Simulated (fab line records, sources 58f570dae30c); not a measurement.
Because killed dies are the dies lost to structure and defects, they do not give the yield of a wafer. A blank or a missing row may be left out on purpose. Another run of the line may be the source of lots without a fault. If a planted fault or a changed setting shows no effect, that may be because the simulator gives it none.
Split-lot trial / flow berkeley cmos170 / 23 wafers read across 5 lots, on a route 331 steps long

## SPLIT DETAILS
At UCB170_PWELL_ETCH_14 (etches Si3N4 in CH3F/Ar/O2, stops on SiO2, target depth 242 nm, time 151 s), the setting time s was moved away from the recipe's 151 s on 9 of the 23 wafers read, by +4.0% to +14.7%. All remaining wafers had this setting at the recipe value.

Reading taken at the split's own step.

## THE READING
SiO2_of_PWELL_OXIDATION_02.thk nm (the simulator's own value, which no gauge read), in nm, at UCB170_PWELL_ETCH_14 (etches Si3N4 in CH3F/Ar/O2, stops on SiO2, target depth 242 nm, time 151 s). There is no usual value for it anywhere in the file. Here, 14 wafers ran the recipe; their average is 22.77 nm with a standard deviation of 0.43 nm.

wafer=L074.2; tool, chamber at the split=rie diel-01, 1; time s as run, s=173.2; against the recipe=+14.7%; SiO2_of_PWELL_OXIDATION_02.thk nm, nm=16.39; against lot-mates on the recipe=-6.35
wafer=L074.3; tool, chamber at the split=rie diel-01, 0; time s as run, s=173.2; against the recipe=+14.7%; SiO2_of_PWELL_OXIDATION_02.thk nm, nm=16.53; against lot-mates on the recipe=-6.21
wafer=L074.4; tool, chamber at the split=rie diel-01, 2; time s as run, s=151; against the recipe=recipe; SiO2_of_PWELL_OXIDATION_02.thk nm, nm=22.67; against lot-mates on the recipe=-
wafer=L074.5; tool, chamber at the split=rie diel-01, 0; time s as run, s=151; against the recipe=recipe; SiO2_of_PWELL_OXIDATION_02.thk nm, nm=23.16; against lot-mates on the recipe=-
wafer=L074.6; tool, chamber at the split=rie diel-01, 1; time s as run, s=151; against the recipe=recipe; SiO2_of_PWELL_OXIDATION_02.thk nm, nm=22.39; against lot-mates on the recipe=-
wafer=L077.1; tool, chamber at the split=rie diel-01, 0; time s as run, s=151; against the recipe=recipe; SiO2_of_PWELL_OXIDATION_02.thk nm, nm=22.03; against lot-mates on the recipe=-
wafer=L077.3; tool, chamber at the split=rie diel-01, 3; time s as run, s=151; against the recipe=recipe; SiO2_of_PWELL_OXIDATION_02.thk nm, nm=22.95; against lot-mates on the recipe=-
wafer=L077.6; tool, chamber at the split=rie diel-01, 2; time s as run, s=151; against the recipe=recipe; SiO2_of_PWELL_OXIDATION_02.thk nm, nm=22.64; against lot-mates on the recipe=-
wafer=L082.1; tool, chamber at the split=rie diel-01, 3; time s as run, s=151; against the recipe=recipe; SiO2_of_PWELL_OXIDATION_02.thk nm, nm=23.15; against lot-mates on the recipe=-
wafer=L082.2; tool, chamber at the split=rie diel-01, 1; time s as run, s=151; against the recipe=recipe; SiO2_of_PWELL_OXIDATION_02.thk nm, nm=22.29; against lot-mates on the recipe=-
wafer=L082.3; tool, chamber at the split=rie diel-01, 2; time s as run, s=157.1; against the recipe=+4.0%; SiO2_of_PWELL_OXIDATION_02.thk nm, nm=21.88; against lot-mates on the recipe=-1.11
wafer=L082.5; tool, chamber at the split=rie diel-01, 2; time s as run, s=151; against the recipe=recipe; SiO2_of_PWELL_OXIDATION_02.thk nm, nm=23.54; against lot-mates on the recipe=-
wafer=L082.6; tool, chamber at the split=rie diel-01, 1; time s as run, s=157.1; against the recipe=+4.0%; SiO2_of_PWELL_OXIDATION_02.thk nm, nm=21.19; against lot-mates on the recipe=-1.80
wafer=L084.1; tool, chamber at the split=rie diel-04, 3; time s as run, s=161.1; against the recipe=+6.7%; SiO2_of_PWELL_OXIDATION_02.thk nm, nm=20.71; against lot-mates on the recipe=-2.25
wafer=L084.3; tool, chamber at the split=rie diel-04, 0; time s as run, s=161.1; against the recipe=+6.7%; SiO2_of_PWELL_OXIDATION_02.thk nm, nm=20.54; against lot-mates on the recipe=-2.43
wafer=L084.4; tool, chamber at the split=rie diel-04, 2; time s as run, s=151; against the recipe=recipe; SiO2_of_PWELL_OXIDATION_02.thk nm, nm=22.7; against lot-mates on the recipe=-
wafer=L084.5; tool, chamber at the split=rie diel-04, 3; time s as run, s=151; against the recipe=recipe; SiO2_of_PWELL_OXIDATION_02.thk nm, nm=23.23; against lot-mates on the recipe=-
wafer=L084.6; tool, chamber at the split=rie diel-04, 0; time s as run, s=161.1; against the recipe=+6.7%; SiO2_of_PWELL_OXIDATION_02.thk nm, nm=20.33; against lot-mates on the recipe=-2.64
wafer=L085.1; tool, chamber at the split=rie diel-03, 3; time s as run, s=151; against the recipe=recipe; SiO2_of_PWELL_OXIDATION_02.thk nm, nm=23.24; against lot-mates on the recipe=-
wafer=L085.2; tool, chamber at the split=rie diel-03, 2; time s as run, s=160.6; against the recipe=+6.4%; SiO2_of_PWELL_OXIDATION_02.thk nm, nm=20.24; against lot-mates on the recipe=-2.45
wafer=L085.3; tool, chamber at the split=rie diel-03, 1; time s as run, s=151; against the recipe=recipe; SiO2_of_PWELL_OXIDATION_02.thk nm, nm=22.29; against lot-mates on the recipe=-
wafer=L085.5; tool, chamber at the split=rie diel-03, 2; time s as run, s=151; against the recipe=recipe; SiO2_of_PWELL_OXIDATION_02.thk nm, nm=22.54; against lot-mates on the recipe=-
wafer=L085.6; tool, chamber at the split=rie diel-03, 1; time s as run, s=160.6; against the recipe=+6.4%; SiO2_of_PWELL_OXIDATION_02.thk nm, nm=20.21; against lot-mates on the recipe=-2.48

FIT RESULTS
A straight line over all 23 wafers: SiO2_of_PWELL_OXIDATION_02.thk nm changes by -0.41 nm for each +1% of time s; r = -0.98; the points scatter about the line by 0.44 nm.
The same after taking each lot's own level away (the mean of its wafers on the recipe; 23 wafers): -0.413 nm for each +1%; r = -0.98; scatter 0.38 nm.
On that fit, the largest move of time s shifts the reading by 6.1 nm.
Across the lots, their own levels run from 22.540 to 22.993 nm, a range of 1.1 times the standard deviation given above.
The two slopes are in agreement: the lot-to-lot level therefore moves the slope only a little.
Check: for one of the wafers moved furthest among these (+14.7%), held out of the fit, the line's prediction against its lot-mates is -5.84 nm. It came out at -6.35 nm against them.

## OTHER SPLITS APPLIED TO THESE WAFERS
These wafers also went through other splits before the reading. Each is held against what the fit with the lots' levels taken away leaves over:
other split on the same wafers=UCB170_ZERO_COAT_01 resist thk nm; wafers away from the commonest value=6; r with SiO2_of_PWELL_OXIDATION_02.thk nm (lot level and that fit taken away)=-0.32
other split on the same wafers=UCB170_ZERO_ETCH_06 over etch frac; wafers away from the commonest value=9; r with SiO2_of_PWELL_OXIDATION_02.thk nm (lot level and that fit taken away)=+0.03
other split on the same wafers=UCB170_PWELL_CVD_05 time s; wafers away from the commonest value=15; r with SiO2_of_PWELL_OXIDATION_02.thk nm (lot level and that fit taken away)=-0.01

## THE WHOLE CHAIN: every reading that the file lists as answering this split, in the file's order
step=UCB170_PWELL_ETCH_14; what it does=etches Si3N4 in CH3F/Ar/O2, stops on SiO2, target depth 242 nm, time 151 s; reading=KrF_of_PWELL_COAT_08.thk nm (the simulator's own value, which no gauge read); change (the file's fit)=-1.58 nm for each +1% of the setting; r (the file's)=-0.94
step=UCB170_PWELL_ETCH_14; what it does=etches Si3N4 in CH3F/Ar/O2, stops on SiO2, target depth 242 nm, time 151 s; reading=SiO2_of_PWELL_OXIDATION_02.thk nm (the simulator's own value, which no gauge read); change (the file's fit)=-0.41 nm for each +1% of the setting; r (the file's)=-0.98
step=UCB170_PWELL_STRIP_16; what it does=strips in O2; reading=strip time to endpoint s; change (the file's fit)=withheld for each +1% of the setting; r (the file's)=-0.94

## THE FILE'S OWN FIT
SiO2_of_PWELL_OXIDATION_02.thk nm changes by -0.41 nm for each +1% of time s, r = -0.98.
